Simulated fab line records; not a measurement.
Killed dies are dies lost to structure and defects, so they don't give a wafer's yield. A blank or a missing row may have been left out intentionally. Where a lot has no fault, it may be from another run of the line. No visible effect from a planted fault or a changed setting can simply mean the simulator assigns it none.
Commonality check across tools / flow rit-cmos / Sampled: 14 lots, 42 wafers

## WHY IT WAS OPENED
2 of 14 lots carry a flag on the reading ACTIVE_NITRIDE_THK at RIT_ACTIVE_THK_MEAS_04. Fault-free wafers read 150.4 nm, with a standard deviation of 1.2.
Rule: a lot is flagged when every wafer of it that has a number lies more than 4 standard deviations from that mean, or none has a number. The rest of the lots are taken to be sound.

lot=L608; measured=day 1 14:53; on=film-metro-01; ACTIVE_NITRIDE_THK (nm), wafer by wafer=151.1 150.4 149.4; flag=
lot=L609; measured=day 1 19:15; on=film-metro-03; ACTIVE_NITRIDE_THK (nm), wafer by wafer=150.0 150.0 150.0; flag=
lot=L611; measured=day 2 04:32; on=film-metro-03; ACTIVE_NITRIDE_THK (nm), wafer by wafer=151.7 150.9 150.9; flag=
lot=L612; measured=day 2 09:32; on=film-metro-01; ACTIVE_NITRIDE_THK (nm), wafer by wafer=151.4 151.6 149.8; flag=
lot=L613; measured=day 2 14:32; on=film-metro-03; ACTIVE_NITRIDE_THK (nm), wafer by wafer=150.0 149.8 150.6; flag=
lot=L614; measured=day 2 19:32; on=film-metro-01; ACTIVE_NITRIDE_THK (nm), wafer by wafer=153.3 152.0 151.9; flag=
lot=L615; measured=day 3 00:32; on=film-metro-01; ACTIVE_NITRIDE_THK (nm), wafer by wafer=150.2 150.2 149.0; flag=
lot=L617; measured=day 3 10:32; on=film-metro-04; ACTIVE_NITRIDE_THK (nm), wafer by wafer=149.1 150.7 150.5; flag=
lot=L618; measured=day 3 15:32; on=film-metro-03; ACTIVE_NITRIDE_THK (nm), wafer by wafer=149.8 150.4 151.3; flag=
lot=L620; measured=day 4 05:22; on=film-metro-03; ACTIVE_NITRIDE_THK (nm), wafer by wafer=301.0 300.5 302.9; flag=FLAGGED
lot=L621; measured=day 4 09:19; on=film-metro-03; ACTIVE_NITRIDE_THK (nm), wafer by wafer=303.1 301.7 302.7; flag=FLAGGED
lot=L628; measured=day 5 18:15; on=film-metro-04; ACTIVE_NITRIDE_THK (nm), wafer by wafer=146.8 147.4 148.0; flag=
lot=L629; measured=day 5 22:32; on=film-metro-03; ACTIVE_NITRIDE_THK (nm), wafer by wafer=150.9 150.5 150.9; flag=
lot=L630; measured=day 6 03:32; on=film-metro-04; ACTIVE_NITRIDE_THK (nm), wafer by wafer=149.6 150.5 151.1; flag=
The numbers of the flagged lots are 302.0 nm on average: +151.6 nm against the usual, or +99 or more standard deviations.

## TOOL THAT RAN EACH LOT
The record holds 1 process step before the reading, out of a route of 202 steps. Every cell lists first the tool, next ch and the chambers used by the sampled wafers, and last the start.
lot=L608; flag=; RIT_ACTIVE_CVD_03=lpcvd-01 ch 1, day 1 13:28
lot=L609; flag=; RIT_ACTIVE_CVD_03=lpcvd-02 ch 0, day 1 17:07
lot=L611; flag=; RIT_ACTIVE_CVD_03=lpcvd-02 ch 0, day 2 03:07
lot=L612; flag=; RIT_ACTIVE_CVD_03=lpcvd-01 ch 0, day 2 08:07
lot=L613; flag=; RIT_ACTIVE_CVD_03=lpcvd-02 ch 1, day 2 13:07
lot=L614; flag=; RIT_ACTIVE_CVD_03=lpcvd-01 ch 1, day 2 18:07
lot=L615; flag=; RIT_ACTIVE_CVD_03=lpcvd-02 ch 0, day 2 23:07
lot=L617; flag=; RIT_ACTIVE_CVD_03=lpcvd-02 ch 0, day 3 09:07
lot=L618; flag=; RIT_ACTIVE_CVD_03=lpcvd-01 ch 1, day 3 14:07
lot=L620; flag=FLAGGED; RIT_ACTIVE_CVD_03=lpcvd-01 ch 1, day 4 00:34 and lpcvd-02 ch 1, day 4 03:56
lot=L621; flag=FLAGGED; RIT_ACTIVE_CVD_03=lpcvd-02 ch 1, day 4 05:07 and lpcvd-01 ch 1, day 4 07:54
lot=L628; flag=; RIT_ACTIVE_CVD_03=lpcvd-02 ch 0, day 5 16:07
lot=L629; flag=; RIT_ACTIVE_CVD_03=lpcvd-01 ch 1, day 5 21:07
lot=L630; flag=; RIT_ACTIVE_CVD_03=lpcvd-02 ch 0, day 6 02:07
These steps, and what they do:
- RIT_ACTIVE_CVD_03: deposits Si3N4 from SiH2Cl2/NH3, target thk 150 nm, time 1500 s.
- RIT_ACTIVE_THK_MEAS_04

## FLAGGED OVER TOTAL, TOOL BY TOOL (the gauges that took the reading come last)
step=RIT_ACTIVE_CVD_03; tool=lpcvd-01; lots run=7; flagged=2; share of the flagged lots=all; sound lots run after its first flagged lot=1 (L629)
step=RIT_ACTIVE_CVD_03; tool=lpcvd-02; lots run=9; flagged=2; share of the flagged lots=all; sound lots run after its first flagged lot=2 (L628,L630)
step=RIT_ACTIVE_THK_MEAS_04; tool=film-metro-01; lots run=4; flagged=0; share of the flagged lots=none; sound lots run after its first flagged lot=-
step=RIT_ACTIVE_THK_MEAS_04; tool=film-metro-03; lots run=7; flagged=2; share of the flagged lots=all; sound lots run after its first flagged lot=1 (L629)
step=RIT_ACTIVE_THK_MEAS_04; tool=film-metro-04; lots run=3; flagged=0; share of the flagged lots=none; sound lots run after its first flagged lot=-

## WHAT THE TABLE PERMITS
Rows of the table that ran every flagged lot, 3 in all: lpcvd-01 at RIT_ACTIVE_CVD_03, lpcvd-02 at RIT_ACTIVE_CVD_03, film-metro-03 at RIT_ACTIVE_THK_MEAS_04.
- lpcvd-01 at RIT_ACTIVE_CVD_03: 2 of its 7 lots flagged. Sound lots followed the first flagged one (L629) on it, something a lasting fault affecting the whole tool could not allow.
- lpcvd-02 at RIT_ACTIVE_CVD_03: 2 of its 9 lots flagged. Sound lots followed the first flagged one (L628, L630) on it, something a lasting fault affecting the whole tool could not allow.
- film-metro-03 at RIT_ACTIVE_THK_MEAS_04: 2 of its 7 lots flagged. Sound lots followed the first flagged one (L629) on it, something a lasting fault affecting the whole tool could not allow.
There is no row in the table that ran each flagged lot and no sound lot after the first.

## WHAT HAD BEEN PUT IN BY THE SIMULATOR
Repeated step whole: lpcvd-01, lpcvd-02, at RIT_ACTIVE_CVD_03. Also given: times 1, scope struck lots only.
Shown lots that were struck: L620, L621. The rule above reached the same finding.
